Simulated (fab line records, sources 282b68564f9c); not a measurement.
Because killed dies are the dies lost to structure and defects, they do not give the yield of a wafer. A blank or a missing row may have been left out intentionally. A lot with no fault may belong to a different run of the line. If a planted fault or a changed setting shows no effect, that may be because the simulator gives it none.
8D (eight disciplines) problem report, filled in by code | flow rit-cmos | the parts of the form that need people (team, actions taken, sign-off) are left out

## 1. THE ISSUE
PRETRO_TW at RIT_PRETRO_TW_MEAS_10 reads a mean of 494 on 6 wafers of 2 lots; wafers without a fault read 477 with a standard deviation of 3.9. Relative to the usual mean, that is a shift of +4.4 standard deviations.
Seen first at day 6 03:08 on film-metro-03, wafer L361.1. At this step, 42 wafers from 14 lots have a number in the record. Rule for "out", or "out of limits": more than 4 standard deviations from the usual mean. Any other wafer with a number is counted as sound.

## 2. WHAT IT IS; WHAT IT IS NOT
question                    | is                           | is not
which readings at this step | PRETRO_TW                    | -
which lots                  | L361, L364                   | L343, L345, L346, L347, L348, L349, L350, L351, L354, L355, L362, L365
which wafers of those lots  | all that have a number       | -
read on which gauges        | film-metro-01, film-metro-03 | film-metro-02
when                        | from day 6 03:08             | up to then (30 sound wafers); but 6 sound wafers of L362, L365 came after

## 3. SUSPECTS, AND WHAT RULES EACH OUT
Counting: a tool at any process step up to the reading remains a suspect when it ran all the lots that are out and ran no sound lot after the first of those.
- the gauge at RIT_PRETRO_TW_MEAS_10: ruled out. 2 gauges (film-metro-01, film-metro-03) read the wafers that are out.
- implanter-01 at RIT_PRETRO_IMPLANT_08: kept. It ran every lot that is out, first L361 (day 6 02:48), and no sound lot after that; its last sound lot up to then is L355 (day 4 22:01). Its own readings are out on those wafers: beam-energy-keV.
The count leaves implanter-01 at RIT_PRETRO_IMPLANT_08.

## 4. THE CAUSE (what the simulator had put in)
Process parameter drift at RIT_PRETRO_IMPLANT_08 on implanter-01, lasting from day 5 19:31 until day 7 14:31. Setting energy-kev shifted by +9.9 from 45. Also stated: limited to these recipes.
Only this tool survived the counting.

## 5. THE CHAIN OF EFFECTS, in route order
Each row: a reading whose mean over the struck wafers that have a number lies more than 3 standard deviations from the usual. Scope: only readings with a usual standard deviation given in the record; hours: median across lots of the time from each lot's start at the first step in this table that gives one to its start at this step; sigmas: change in usual standard deviations.
hours | step                  | reading         | usual  | on struck wafers | change | sigmas
0     | RIT_PRETRO_IMPLANT_08 | beam-energy-keV | 44.998 | 54.900           | +9.902 | +99 or more
0     | RIT_PRETRO_TW_MEAS_10 | PRETRO_TW       | 477    | 494              | +17    | +4.4
The process steps in it:
- RIT_PRETRO_IMPLANT_08

## 6. WHAT WOULD HAVE CAUGHT IT SOONER
The first out-of-limits reading at a measuring or inspecting step in this record came at day 6 03:08, 8 hours after the fault's start at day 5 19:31.
The tool's own readings at RIT_PRETRO_IMPLANT_08 were out on every struck wafer that the step has a row for (beam-energy-keV): an alarm limit on them would have fired on the first of those.
Of the lots that are out (2), L364 began RIT_PRETRO_IMPLANT_08 on implanter-01 after day 6 03:08. Holding the tool at that time would have saved it.
